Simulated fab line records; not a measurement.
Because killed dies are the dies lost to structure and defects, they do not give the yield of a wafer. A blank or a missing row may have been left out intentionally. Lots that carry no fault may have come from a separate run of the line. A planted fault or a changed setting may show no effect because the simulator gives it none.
Which tool did it? ; flow rit-cmos ; 7 lots, 21 wafers sampled, at 2 steps of a route of 202

== WHAT EACH GAUGE READ, for each wafer ==
RIT_FOX1_THK_MEAS_01.
lot;measured;on;FOX1_OXIDE_THK (nm)
L701;day 2 00:12;film-metro-03;348 347 348
L703;day 2 07:57;film-metro-04;341 350 349
L705;day 2 20:06;film-metro-01;351 355 350
L709;day 3 15:23;film-metro-03;355 358 351
L711;day 4 01:19;film-metro-04;513 512 511
L717;day 5 08:05;film-metro-03;511 521 510
L721;day 6 08:55;film-metro-04;521 526 527

== WHAT TOOL EACH LOT RAN ON (gives the tool, then ch and the chambers of the sampled wafers, and finally the start) ==
lot;RIT_FOX1_OXIDATION_00
L701;furnace-04 ch 0, day 1 22:53
L703;furnace-03 ch 0, day 2 06:38
L705;furnace-03 ch 0, day 2 18:47
L709;furnace-04 ch 0, day 3 14:03
L711;furnace-01 ch 0, day 3 22:30
L717;furnace-04 ch 0, day 5 04:38 and furnace-01 ch 0, day 5 06:46
L721;furnace-03 ch 0, day 6 03:53 and furnace-01 ch 0, day 6 07:35
- RIT_FOX1_OXIDATION_00: target thk 350.7 nm, ox time 1130 s.

== THE ANSWER, worked out from the rows above alone ==
Rule: the usual values come from the lots themselves. Put in order of their means at a reading, lots are off if they are a third of the lots or fewer, leave a main group of 4 or more, and stand apart from it by a gap of 3 or more times the standard deviation of the main group's means; of several such gaps the widest counts. The tables above print the reading to a certain number of digits; a main group whose means all agree to those digits is not used. A lot without any number at a reading at which 4 lots or more have one is off too. All remaining lots with rows at the step are treated as sound.
No lot is off on any of the readings shown, so nothing can be concluded from this.

== WHAT THE SIMULATOR HAD PUT IN ==
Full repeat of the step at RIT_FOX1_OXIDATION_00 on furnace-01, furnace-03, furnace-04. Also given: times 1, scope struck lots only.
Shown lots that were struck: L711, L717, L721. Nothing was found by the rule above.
